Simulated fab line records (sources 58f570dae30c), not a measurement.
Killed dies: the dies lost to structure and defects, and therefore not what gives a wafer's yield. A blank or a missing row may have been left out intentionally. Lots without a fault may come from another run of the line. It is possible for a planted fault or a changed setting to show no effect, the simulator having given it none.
One fault through the eyes of 2 desks | flow berkeley_cmos170 | each desk has only its own numbers; what lay behind them comes last

## AT THE METROLOGY DESK
Means of the sampled wafers that have a number, per lot and without regard to the tool the lot ran on: this is what the gauges read. If a lot's mean is further than 4 standard deviations from the usual mean, the lot is out of limits and carries the mark OUT (the distance appears in the brackets).
Columns: A = cd_nm at UCB170_V2_CD_MEAS_12, usual 699.4 nm; B = V2_OVL at UCB170_V2_OVL_MEAS_13, usual 2 nm; C = cd_nm at UCB170_V2_CD_MEAS_90, usual 699.3 nm; D = M3_AL_RS at UCB170_M3_RS_MEAS_02, usual 0.0322 ohm/sq; E = M3_AL_THK at UCB170_M3_THK_MEAS_03, usual 885 nm
lot  | first seen here | A     | B  | C     | D                 | E
L962 | day 8 00:35     | 700.0 | -3 | 699.6 | 0.0323            | 886
L967 | day 8 10:52     | 698.5 | 0  | 697.9 | 0.0322            | 883
L975 | day 10 05:26    | 699.3 | -5 | 699.4 | 0.0341 (+5.9) OUT | 838 (-5.3) OUT
L973 | day 10 06:31    | 698.8 | -0 | 699.1 | 0.0333            | 859
L978 | day 11 18:31    | 697.7 | -0 | 697.2 | 0.0326            | 876
L980 | day 11 19:51    | 698.3 | 1  | 697.5 | 0.0322            | 893
This desk finds L975 out of limits, with the earliest case on L975 at day 10 06:08 (M3_AL_RS at UCB170_M3_RS_MEAS_02). Within limits: L962, L967, L973, L978, L980.

## FOR THE TOOL OWNER'S DESK: pvd_sputter-03
The tool's own readings at UCB170_M3_SPUTTER_01 (material Al, target thk 900 nm, time 120 s): means of the sampled wafers that have a number, for each lot that ran on this tool. If a lot's mean is further than 4 standard deviations from the usual mean, the lot is out of limits and carries the mark OUT (the distance appears in the brackets).
Columns: A = throttle_valve_pct at UCB170_M3_SPUTTER_01, usual 29.7 %
lot  | first seen here | A
L962 | day 8 01:13     | 30.5
L975 | day 10 06:02    | 29.2
L973 | day 10 07:10    | 29.4
Finding of this desk: none of the 3 lots has anything out of limits.

## ALL TOGETHER
The metrology desk could have raised an alarm at day 10 06:08, on L975.
The desk of the tool owner found nothing out of limits.
On record at the tool owner's desk: L975, within its limits.
Every lot named ran UCB170_M3_SPUTTER_01 on pvd_sputter-03.

## WHAT THE SIMULATOR PUT IN
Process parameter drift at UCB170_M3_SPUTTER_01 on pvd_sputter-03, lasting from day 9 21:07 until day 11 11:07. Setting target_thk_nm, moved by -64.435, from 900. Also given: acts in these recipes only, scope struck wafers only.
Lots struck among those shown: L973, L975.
Time in hours between the start of the fault and the first out-of-limits reading at each desk: metrology desk, 9.
